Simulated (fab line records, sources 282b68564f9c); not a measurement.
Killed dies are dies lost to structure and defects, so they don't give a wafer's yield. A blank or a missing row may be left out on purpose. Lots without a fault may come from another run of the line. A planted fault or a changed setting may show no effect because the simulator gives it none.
fab line records | flow rit_cmos
record lots=6 wafers=18 last_day=7
route steps=202 shown PRETRO@67 GATE@75 FOX2@80 REOX@98 NLDD@103 M1@202
lots that met no fault: from a run of the same line without faults
start_h: hours from the record's first day to the start of the lot's first wafer shown | wait_h: hours since the lot's step before | " the same as in the row above | L1.1+2: a row that stands for several wafers | - no value, or no start given | * or withheld: withheld | < > ~ a bound
route shown NAME@n: a module of which the file shows steps, and the number in the route of the first | usual: mean/standard deviation of fault-free wafers | same: alike in all rows | chamber/n: place in a boat | sites: the reading at each site | _std_site: their standard deviation | _edge_site: outer sites' mean less inner sites' | radius_mm: how far each site lies from the wafer's centre | mask NAME#n: copy n | behind: the tool/chamber that last shaped the wafer | hold: why the lot was held/for how many hours/how that ended | device: the transistor (n, p or np) that didn't switch | end of line: the same wafers' tests at the end of the route | a step without rows: its recipe alone | killed: dies lost to structure and defects at the first sort, not the wafer's yield | map: a wafer's dies, x killed, . not, _ none there
set.NAME: the setting as run; set.NAME@STEP: as run at that earlier step | model.NAME: the simulator's own value behind a step, which no gauge read
lots at some steps of the route; a table a step, a row a wafer
services: from which hour (start_h, from the record's first day; less than 0 if before it) a tool's chamber was out of use, for how many hours, and why
## steps
# step RIT_PRETRO_EXPOSE_03
# recipe mask_id=M5 na=0.57 target_cd_nm=43700 dose_mj=250
# step RIT_PRETRO_PEB_04
# recipe resist=NOVOLAK temp_c=withheld time_s=withheld
# step RIT_PRETRO_DEVELOP_05
# recipe resist=NOVOLAK develop_time_s=68 dev_temp_c=23
# step RIT_PRETRO_OVL_MEAS_06
# usual PRETRO_OVL=-0.7/1.5
# columns lot.wafer tool chamber start_h wait_h PRETRO_OVL[nm]
L712.1 overlay-02 - 63.22 - -2.3
L712.2 " - " " -2.2
L712.5 " - " " -2.3
L713.3 overlay-02 - 68.57 - 0.1
L713.4 " - " " 0.3
L713.6 " - " " 0.5
L718.2 overlay-02 - 99.04 - 1.4
L718.4 " - " " 0.4
L718.5 " - " " 0.5
L720.1 overlay-01 - 112.21 - -0.1
L720.5 " - " " -0.3
L720.6 " - " " 0.5
L723.2 overlay-01 - 125.44 - -1.0
L723.4 " - " " -0.6
L723.6 " - " " -0.9
L726.1 overlay-01 - 140.15 - -0.1
L726.3 " - " " -1.2
L726.4 " - " " -0.1
# step RIT_PRETRO_HARDBAKE_07
# recipe resist=NOVOLAK temp_c=140 time_s=120
# step RIT_PRETRO_IMPLANT_08
# recipe species=B energy_kev=45 dose_cm2=1.2e+13 tilt_deg=7
# step RIT_PRETRO_STRIP_09
# recipe chemistry=O2 time_s=180 resist=NOVOLAK platen_temp_c=withheld power_w=500 pressure_mtorr=4000 o2_flow_sccm=4000
# usual drypump_motor_current_A=5.6/0.46 rf_refl_power_W=6.5/0.85
# same time_s=180
# columns lot.wafer tool chamber start_h wait_h drypump_motor_current_A rf_hours_counter_h rf_refl_power_W
L712.1 plasma_asher-01 1 63.66 0.1 5.5 44 8.7
L712.2 " 0 " " 5.8 44 8.5
L712.5 " 0 " " 5.8 - 7.8
L713.3 plasma_asher-04 0 69.05 0.1 5.3 - 6.3
L713.4 " 1 " " 5.2 - 5.7
L713.6 " 1 " " 5.2 - 5.9
L718.2 plasma_asher-03 0 99.47 0.1 6.0 27 6.0
L718.4 " 1 " " 6.4 - 6.2
L718.5 " 0 " " 6.0 - 6.0
L720.1 plasma_asher-03 0 112.64 0.1 6.0 28 6.1
L720.5 " 0 " " 6.0 - 6.3
L720.6 " 1 " " 6.4 - 6.1
L723.2 plasma_asher-03 0 125.87 0.1 6.0 29 6.1
L723.4 " 1 " " 6.4 - 6.2
L723.6 " 1 " " 6.4 - 6.2
L726.1 plasma_asher-04 1 140.96 0.1 5.2 46 6.0
L726.3 " 0 " " 5.3 - 6.3
L726.4 " 1 " " 5.2 - 6.1
# step RIT_PRETRO_TW_MEAS_10
# usual PRETRO_TW=477/4.6
# columns lot.wafer tool chamber start_h wait_h PRETRO_TW
L712.1 film_metro-03 - 63.83 0.1 481
L712.2 " - " " 480
L712.5 " - " " 483
L713.3 film_metro-03 - 69.19 0.1 482
L713.4 " - " " 482
L713.6 " - " " 481
L718.2 film_metro-02 - 99.65 0.1 475
L718.4 " - " " 474
L718.5 " - " " 474
L720.1 film_metro-03 - 112.82 0.1 477
L720.5 " - " " 477
L720.6 " - " " 479
L723.2 film_metro-02 - 126.05 0.1 475
L723.4 " - " " 479
L723.6 " - " " 476
L726.1 film_metro-04 - 141.13 0.1 468
L726.3 " - " " 469
L726.4 " - " " 468
# step RIT_GATE_WET_ETCH_00
# recipe chemistry=BOE target=SiO2 target_depth_nm=56 time_s=60 dry=n2_spin dilution=10:1 temp_c=21.5
# step RIT_GATE_CLEAN_01
# recipe chemistry=SC1 mix=3:3:50 time_s=607.7 temp_c=75
# step RIT_GATE_CLEAN_02
# recipe chemistry=dHF dilution=50:1 time_s=30
# step RIT_GATE_CLEAN_03
# recipe chemistry=SC2 mix=3:3:50 time_s=600 temp_c=75 dry=n2_spin
# step RIT_GATE_CLEAN_04
# recipe chemistry=dHF dilution=50:1 time_s=60 dry=n2_spin
# same time_s=60
# columns lot.wafer tool chamber start_h wait_h
L712.1+2+5 wet_bench-03 1 64.29 0.0
L713.3+4+6 wet_bench-02 0 69.63 0.0
L718.2+4+5 wet_bench-03 0 100.11 0.0
L720.1+5+6 wet_bench-03 0 113.27 0.0
L723.2+4+6 wet_bench-01 1 126.69 0.0
L726.1+3+4 wet_bench-02 3 141.59 0.0
# step RIT_FOX2_THK_MEAS_91
# recipe reads=SiO2_of_FOX2_OXIDATION_00
# usual FIELD_OXIDE_LEFT_2_THK=250/6.2
# columns lot.wafer tool chamber start_h wait_h FIELD_OXIDE_LEFT_2_THK[nm]
L712.1 film_metro-03 - 64.31 0.0 248
L712.2 " - " " 251
L712.5 " - " " 250
L713.3 film_metro-02 - 69.67 0.0 258
L713.4 " - " " 255
L713.6 " - " " 259
L718.2 film_metro-02 - 100.19 0.1 233
L718.4 " - " " 242
L718.5 " - " " 234
L720.1 film_metro-02 - 113.30 0.0 257
L720.5 " - " " 261
L720.6 " - " " 251
L723.2 film_metro-03 - 126.73 0.0 246
L723.4 " - " " 239
L723.6 " - " " 244
L726.1 film_metro-03 - 141.61 0.0 249
L726.3 " - " " 251
L726.4 " - " " 255
# step RIT_GATE_OXIDATION_05
# recipe temp_c=900 ambient=O2 target_thk_a=30 ox_time_s=270
# step RIT_GATE_ANNEAL_06
# recipe temp_c=900 time_s=600 ambient=N2O
# step RIT_GATE_THK_MEAS_07
# recipe reads=SiO2_of_GATE_OXIDATION_05
# usual GATE_OXIDE_THK=2.98/0.061
# columns lot.wafer tool chamber start_h wait_h GATE_OXIDE_THK[nm]
L712.1 film_metro-01 - 65.88 0.0 3.03
L712.2 " - " " 3.05
L712.5 " - " " 2.98
L713.3 film_metro-02 - 77.35 0.0 2.93
L713.4 " - " " 2.97
L713.6 " - " " 2.90
L718.2 film_metro-02 - 107.58 0.0 2.93
L718.4 " - " " 3.01
L718.5 " - " " 2.99
L720.1 film_metro-02 - 123.94 0.0 2.95
L720.5 " - " " 2.95
L720.6 " - " " 2.89
L723.2 film_metro-01 - 128.52 0.0 3.04
L723.4 " - " " 3.01
L723.6 " - " " 3.00
L726.1 film_metro-02 - 147.06 0.0 2.97
L726.3 " - " " 3.03
L726.4 " - " " 2.98
# step RIT_GATE_CVD_08
# recipe material=poly-Si target_thk_nm=250 temp_c=610 precursor=SiH4 time_s=2220 pressure_mtorr=300 sih4_flow_sccm=100
# step RIT_GATE_THK_MEAS_09
# recipe reads=poly-Si_of_GATE_CVD_08
# usual GATE_POLY_THK=248.7/1.7
# columns lot.wafer tool chamber start_h wait_h GATE_POLY_THK[nm]
L712.1 film_metro-01 - 67.56 0.0 249.6
L712.2 " - " " 247.3
L712.5 " - " " 249.1
L713.3 film_metro-02 - 79.03 0.0 250.6
L713.4 " - " " 250.3
L713.6 " - " " 249.9
L718.2 film_metro-02 - 109.26 0.0 249.9
L718.4 " - " " 250.4
L718.5 " - " " 249.4
L720.1 film_metro-01 - 126.42 0.0 248.1
L720.5 " - " " 247.6
L720.6 " - " " 249.5
L723.2 film_metro-03 - 131.00 0.0 248.5
L723.4 " - " " 248.4
L723.6 " - " " 247.5
L726.1 film_metro-03 - 148.74 0.0 248.7
L726.3 " - " " 250.2
L726.4 " - " " 248.5
# step RIT_GATE_HMDS_10
# recipe prime_time_s=60 prime_temp_c=140
# step RIT_GATE_COAT_11
# recipe resist=NOVOLAK spin_rpm=4250 resist_thk_nm=850
# step RIT_GATE_SOFTBAKE_12
# recipe resist=NOVOLAK temp_c=90 time_s=58.07
# step RIT_GATE_EXPOSE_13
# recipe mask_id=M6 na=0.6 source_shape=conventional sigma_outer=0.6 target_cd_nm=150 dose_mj=380
# step RIT_GATE_PEB_14
# recipe resist=NOVOLAK temp_c=withheld time_s=withheld
# step RIT_GATE_DEVELOP_15
# recipe resist=NOVOLAK develop_time_s=50 dev_temp_c=23
# step RIT_GATE_CD_MEAS_16
# recipe target_cd_nm=150
# usual cd_nm=151.1/2.1
# columns lot.wafer tool chamber start_h wait_h cd_nm
L712.1 cd_sem-02 - 68.60 - 150.9
L712.2 " - " " 150.6
L712.5 " - " " 149.8
L713.3 cd_sem-02 - 79.96 - 153.9
L713.4 " - " " 152.1
L713.6 " - " " 154.3
L718.2 cd_sem-02 - 110.30 - 152.6
L718.4 " - " " 153.5
L718.5 " - " " 150.6
L720.1 cd_sem-02 - 127.81 - 150.5
L720.5 " - " " 149.4
L720.6 " - " " 149.2
L723.2 cd_sem-02 - 132.21 - 151.8
L723.4 " - " " 150.8
L723.6 " - " " 151.9
L726.1 cd_sem-02 - 149.83 - 151.1
L726.3 " - " " 151.7
L726.4 " - " " 153.1
# step RIT_GATE_OVL_MEAS_17
# usual GATE_OVL=-0.3/1.4
# columns lot.wafer tool chamber start_h wait_h GATE_OVL[nm]
L712.1 overlay-02 - 68.72 0.1 1.7
L712.2 " - " " 0.0
L712.5 " - " " 1.0
L713.3 overlay-01 - 80.05 0.1 1.0
L713.4 " - " " 0.9
L713.6 " - " " 0.3
L718.2 overlay-02 - 110.41 0.1 -0.1
L718.4 " - " " -1.2
L718.5 " - " " 1.1
L720.1 overlay-01 - 127.93 0.1 1.5
L720.5 " - " " 2.2
L720.6 " - " " 0.7
L723.2 overlay-01 - 132.31 0.1 1.2
L723.4 " - " " 0.0
L723.6 " - " " -0.1
L726.1 overlay-02 - 149.95 0.1 -0.6
L726.3 " - " " -1.9
L726.4 " - " " -0.5
# step RIT_GATE_HARDBAKE_18
# recipe resist=NOVOLAK temp_c=140 time_s=60
# step RIT_GATE_ETCH_19
# recipe chemistry=SF6/CHF3/O2 time_s=165 SF6_flow_sccm=30 CHF3_flow_sccm=30 O2_flow_sccm=5 target=poly-Si pressure_mtorr=40 rf_w=160 target_depth_a=3125 over_etch_frac=0.25 stop_on=SiO2
# usual O2_flow_sccm=4.999/0.016 drypump_motor_current_A=5.87/0.26 oes_product_au=0.848/0.015 rf_fwd_power_W=159.4/0.51 throttle_valve_pct=10.25/0.14
# same time_s=165
# columns lot.wafer tool chamber start_h wait_h O2_flow_sccm drypump_motor_current_A oes_product_au rf_fwd_power_W rf_hours_counter_h throttle_valve_pct
L712.1 rie_si-02 1 69.00 0.1 5.027 5.92 0.867 159.0 82 10.51
L712.2 " 0 " " 5.003 6.17 0.849 159.8 7 10.44
L712.5 " 2 " " 4.982 5.45 0.863 159.5 - 10.28
L713.3 rie_si-01 3 80.48 0.1 5.005 5.98 0.866 159.4 105 10.27
L713.4 " 1 " " 5.021 6.09 0.832 160.3 14 10.09
L713.6 " 1 " " 5.018 6.08 0.839 160.3 - 10.09
L718.2 rie_si-02 0 110.59 0.1 5.020 6.16 0.856 159.2 7 10.43
L718.4 " 0 " " 4.999 6.16 0.854 159.8 - 10.43
L718.5 " 3 " " 4.993 6.09 0.835 159.9 - 10.08
L720.1 rie_si-01 1 128.11 0.1 5.005 6.04 0.833 159.7 15 10.11
L720.5 " 2 " " 5.030 5.91 0.856 159.1 - 10.19
L720.6 " 1 " " 5.001 6.04 0.843 159.3 - 10.10
L723.2 rie_si-01 3 132.49 0.1 4.987 5.97 0.864 158.6 106 10.27
L723.4 " 0 " " 4.989 5.42 0.812 159.6 0 10.19
L723.6 " 0 " " 4.981 5.41 0.819 159.7 - 10.18
L726.1 rie_si-01 0 150.16 0.1 5.005 5.42 0.820 158.9 1 10.19
L726.3 " 2 " " 4.995 5.87 0.854 158.0 60 10.18
L726.4 " 1 " " 5.015 6.07 0.828 160.2 15 10.10
# step RIT_GATE_STRIP_20
# recipe chemistry=O2 time_s=180 resist=NOVOLAK platen_temp_c=withheld power_w=500 pressure_mtorr=4000 o2_flow_sccm=4000
# usual drypump_motor_current_A=6.1/0.38 rf_refl_power_W=6.9/1.6
# same time_s=180
# columns lot.wafer tool chamber start_h wait_h drypump_motor_current_A rf_hours_counter_h rf_refl_power_W
L712.1 plasma_asher-02 1 69.10 0.1 6.3 44 4.1
L712.2 " 0 " " 6.6 44 7.7
L712.5 " 0 " " 6.6 - 7.9
L713.3 plasma_asher-01 0 80.65 0.1 5.8 - 8.4
L713.4 " 1 " " 5.5 - 8.3
L713.6 " 1 " " 5.5 - 8.3
L718.2 plasma_asher-03 1 110.70 0.1 6.4 28 6.7
L718.4 " 1 " " 6.4 - 6.7
L718.5 " 1 " " 6.4 - 6.6
L720.1 plasma_asher-03 0 128.26 0.1 6.0 30 7.0
L720.5 " 1 " " 6.4 - 6.9
L720.6 " 0 " " 6.0 - 5.9
L723.2 plasma_asher-03 0 132.60 0.1 6.0 30 6.0
L723.4 " 1 " " 6.4 - 6.2
L723.6 " 1 " " 6.4 - 6.3
L726.1 plasma_asher-02 0 150.27 0.1 6.6 52 8.1
L726.3 " 1 " " 6.3 - 4.0
L726.4 " 0 " " 6.6 - 7.8
# step RIT_GATE_CD_MEAS_90
# recipe target_cd_nm=150
# usual cd_nm=151.0/2.1
# columns lot.wafer tool chamber start_h wait_h cd_nm
L712.1 cd_sem-01 - 69.28 0.1 150.8
L712.2 " - " " 150.9
L712.5 " - " " 149.7
L713.3 cd_sem-01 - 80.81 0.1 154.0
L713.4 " - " " 152.0
L713.6 " - " " 154.7
L718.2 cd_sem-01 - 110.89 0.1 152.4
L718.4 " - " " 153.4
L718.5 " - " " 150.5
L720.1 cd_sem-02 - 128.44 0.1 150.1
L720.5 " - " " 149.5
L720.6 " - " " 149.2
L723.2 cd_sem-01 - 132.80 0.1 151.8
L723.4 " - " " 151.0
L723.6 " - " " 152.0
L726.1 cd_sem-02 - 150.45 0.1 150.9
L726.3 " - " " 151.7
L726.4 " - " " 153.1
# step RIT_REOX_CLEAN_00
# recipe chemistry=SC1 mix=3:3:50 time_s=572.7 temp_c=75
# step RIT_REOX_CLEAN_01
# recipe chemistry=dHF dilution=50:1 time_s=30
# step RIT_REOX_CLEAN_02
# recipe chemistry=SC2 mix=3:3:50 time_s=600 temp_c=75 dry=n2_spin
# step RIT_REOX_OXIDATION_03
# recipe temp_c=900 ambient=O2 target_thk_a=252 ox_time_s=5580
# step RIT_REOX_THK_MEAS_04
# recipe reads=SiO2_of_REOX_OXIDATION_03
# usual REOX_OXIDE_THK=24.9/0.43
# columns lot.wafer tool chamber start_h wait_h REOX_OXIDE_THK[nm]
L712.1 film_metro-04 - 73.84 0.0 24.7
L712.2 " - " " 24.0
L712.5 " - " " 24.7
L713.3 film_metro-04 - 84.44 0.0 24.2
L713.4 " - " " 24.7
L713.6 " - " " 24.5
L718.2 film_metro-04 - 121.06 0.0 24.8
L718.4 " - " " 25.2
L718.5 " - " " 25.0
L720.1 film_metro-03 - 131.47 0.0 25.5
L720.5 " - " " 25.3
L720.6 " - " " 25.3
L723.2 film_metro-01 - 135.97 0.0 25.2
L723.4 " - " " 25.3
L723.6 " - " " 25.4
L726.1 film_metro-03 - 154.60 0.0 24.9
L726.3 " - " " 25.1
L726.4 " - " " 24.9
# step RIT_NLDD_HMDS_00
# recipe prime_time_s=60 prime_temp_c=140
# step RIT_NLDD_COAT_01
# recipe resist=NOVOLAK spin_rpm=3250 resist_thk_nm=1000
# step RIT_NLDD_SOFTBAKE_02
# recipe resist=NOVOLAK temp_c=90 time_s=60
# step RIT_NLDD_EXPOSE_03
# recipe mask_id=M7 na=0.57 target_cd_nm=40700 dose_mj=250
# step RIT_NLDD_PEB_04
# recipe resist=NOVOLAK temp_c=withheld time_s=withheld
# step RIT_NLDD_DEVELOP_05
# recipe resist=NOVOLAK develop_time_s=50 dev_temp_c=23
# step RIT_M1_PROBE_99
# usual killed_at_contacts=0.1/0.23 killed_at_front_end=6.6/2.9 killed_dies=6.7/3 killed_open=3.5/2.1 killed_short=3.2/1.8
# same gross_dies=264 killed_at_M0_to_M3=0 killed_at_M4_up=0 killed_at_back_side=0 killed_at_other=0
# columns lot.wafer tool chamber start_h wait_h killed_at_contacts killed_at_front_end killed_dies killed_open killed_short model.etest.diode_nwell_sub.leak_log10_a_cm2 model.etest.nmos_0p15.over_limit model.etest.antenna_m1.short model.etest.nmos_0p3.short model.etest.antenna_poly.over_limit model.etest.pmos_0p3.over_limit model.etest.nmos_turned.short model.etest.cap_p_gate.short
L712.1 prober-01 - 90.19 0.1 0 3 3 1 2 -7.488 0 0 0 0 0 0 0
L712.2 prober-01 - 90.24 0.1 0 3 3 1 2 -7.393 0 0 0 0 0 0 0
L712.5 prober-01 - 90.39 0.2 0 3 3 1 2 -7.652 0 0 0 0 0 0 0
L713.3 prober-02 - 100.93 0.2 0 10 10 7 3 -7.523 0 0 0 0 0 0 0
L713.4 prober-02 - 100.98 0.2 1 8 9 4 5 -7.446 0 0 0 0 0 0 0
L713.6 prober-02 - 101.08 0.2 0 10 10 5 5 -7.298 0 0 0 0 0 0 0
L718.2 prober-02 - 138.10 0.1 0 5 5 3 2 -5.557 1 1 1 1 1 1 1
L718.4 prober-02 - 138.20 0.2 0 2 2 0 2 -5.38 1 1 1 1 1 1 1
L718.5 prober-02 - 138.25 0.2 0 6 6 4 2 -5.583 1 1 1 1 1 1 1
L720.1 prober-01 - 150.18 0.1 0 7 7 4 3 -5.519 1 1 1 1 1 1 1
L720.5 prober-01 - 150.38 0.2 0 9 9 2 7 -5.734 1 1 1 1 1 1 1
L720.6 prober-01 - 150.43 0.2 0 8 8 4 4 -5.749 1 1 1 1 1 1 1
L723.2 prober-01 - 155.82 0.1 0 8 8 4 4 -7.572 0 0 0 0 0 0 0
L723.4 prober-01 - 155.92 0.2 0 6 6 4 2 -7.429 0 0 0 0 0 0 0
L723.6 prober-01 - 156.02 0.2 0 6 6 5 1 -7.648 0 0 0 0 0 0 0
L726.1 prober-01 - 172.66 0.1 0 6 6 2 4 -7.558 0 0 0 0 0 0 0
L726.3 prober-01 - 172.76 0.2 0 6 6 3 3 -7.619 0 0 0 0 0 0 0
L726.4 prober-01 - 172.81 0.2 0 0 0 0 0 -7.213 0 0 0 0 0 0 0
# killed by level:class
L712.1 GATE:geometric_particle:open=1 REOX:geometric_particle:short=1 SPACER:geometric_particle:short=1
L712.2 FOX2:geometric_particle:open=1 GATE:geometric_particle:short=1 SILICIDE:geometric_particle:short=1
L712.5 GATE:geometric_particle:short=2 GATE:geometric_particle:open=1
L713.3 REOX:geometric_particle:open=3 GATE:geometric_particle:short=2 SILICIDE:geometric_particle:open=2 FOX2:geometric_particle:open=1 REOX:geometric_particle:short=1 SPACER:geometric_particle:open=1
L713.4 FOX1:geometric_particle:open=2 SILICIDE:geometric_particle:short=2 FOX1:geometric_particle:short=1 FOX2:geometric_particle:short=1 GATE:geometric_particle:open=1 REOX:geometric_particle:open=1 CONTACT:geometric_particle:short=1
L713.6 REOX:geometric_particle:open=2 REOX:geometric_particle:short=2 FOX1:geometric_particle:short=1 FOX2:geometric_particle:open=1 GATE:geometric_particle:open=1 GATE:geometric_particle:short=1 SPACER:geometric_particle:open=1 SILICIDE:geometric_particle:short=1
L718.2 GATE:geometric_particle:open=1 GATE:geometric_particle:short=1 REOX:geometric_particle:open=1 SPACER:geometric_particle:short=1 SILICIDE:geometric_particle:open=1
L718.4 GATE:geometric_particle:short=1 SPACER:geometric_particle:short=1
L718.5 FOX1:geometric_particle:open=2 SPACER:geometric_particle:short=2 ACTIVE:geometric_particle:open=1 SPACER:geometric_particle:open=1
L720.1 GATE:geometric_particle:open=4 GATE:geometric_particle:short=2 FOX1:geometric_particle:short=1
L720.5 GATE:geometric_particle:short=3 FOX2:geometric_particle:short=2 FOX1:geometric_particle:short=1 FOX2:geometric_particle:open=1 GATE:geometric_particle:open=1 REOX:geometric_particle:short=1
L720.6 GATE:geometric_particle:short=4 GATE:geometric_particle:open=2 SPACER:geometric_particle:open=1 SILICIDE:geometric_particle:open=1
L723.2 GATE:geometric_particle:short=4 GATE:geometric_particle:open=4
L723.4 GATE:geometric_particle:open=3 FOX1:geometric_particle:open=1 FOX2:geometric_particle:short=1 GATE:geometric_particle:short=1
L723.6 SPACER:geometric_particle:open=4 GATE:geometric_particle:open=1 GATE:geometric_particle:short=1
L726.1 FOX1:geometric_particle:open=2 FOX1:geometric_particle:short=2 REOX:geometric_particle:short=2
L726.3 FOX1:geometric_particle:short=2 FOX1:geometric_particle:open=1 GATE:geometric_particle:open=1 REOX:geometric_particle:open=1 SILICIDE:geometric_particle:short=1
## services
# columns tool chamber start_h hours kind
plasma_asher-02 - 39.68 0.8 repair
plasma_asher-03 - 42.53 45.4 repair
rie_si-01 0 55.52 10.2 repair
rie_si-01 0 65.69 - clean
rie_si-01 0 65.69 14.4 scheduled_down
rie_si-01 0 65.69 14.4 vent_cycle
rie_si-02 1 102.89 7.9 repair
plasma_asher-01 - 108.75 9.0 pm
plasma_asher-01 0 108.75 9.0 vent_cycle
plasma_asher-01 1 108.75 9.0 vent_cycle
plasma_asher-02 - 111.76 0.5 repair
plasma_asher-01 0 117.75 - clean
plasma_asher-01 1 117.75 - clean
plasma_asher-02 - 127.91 2.8 pm
## key
first_sign none at tools or gauges
model_effect step=RIT_M1_PROBE_99 value=etest.diode_nwell_sub.leak_log10_a_cm2 without=-7.6 struck=-5.587
met_at RIT_GATE_CLEAN_04
struck_wafers L718.2,L718.4,L718.5,L720.1,L720.5,L720.6
tester_left_out L718,L720
onset_between 64.29 100.11
fault kind=metallic_contamination_source tool=wet_bench-03 chamber=- onset_h=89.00 steps=RIT_GATE_CLEAN_04 rate_cm2_per_visit=1e+13 species=metal_fe_cm2
# tester_left_out: of these lots the tester's yield and bins aren't shown, on N5 and GAA mostly nor the transistor test; their killed dies are dies lost to structure and defects alone, not to doping, threshold or leakage, so they don't give the yield
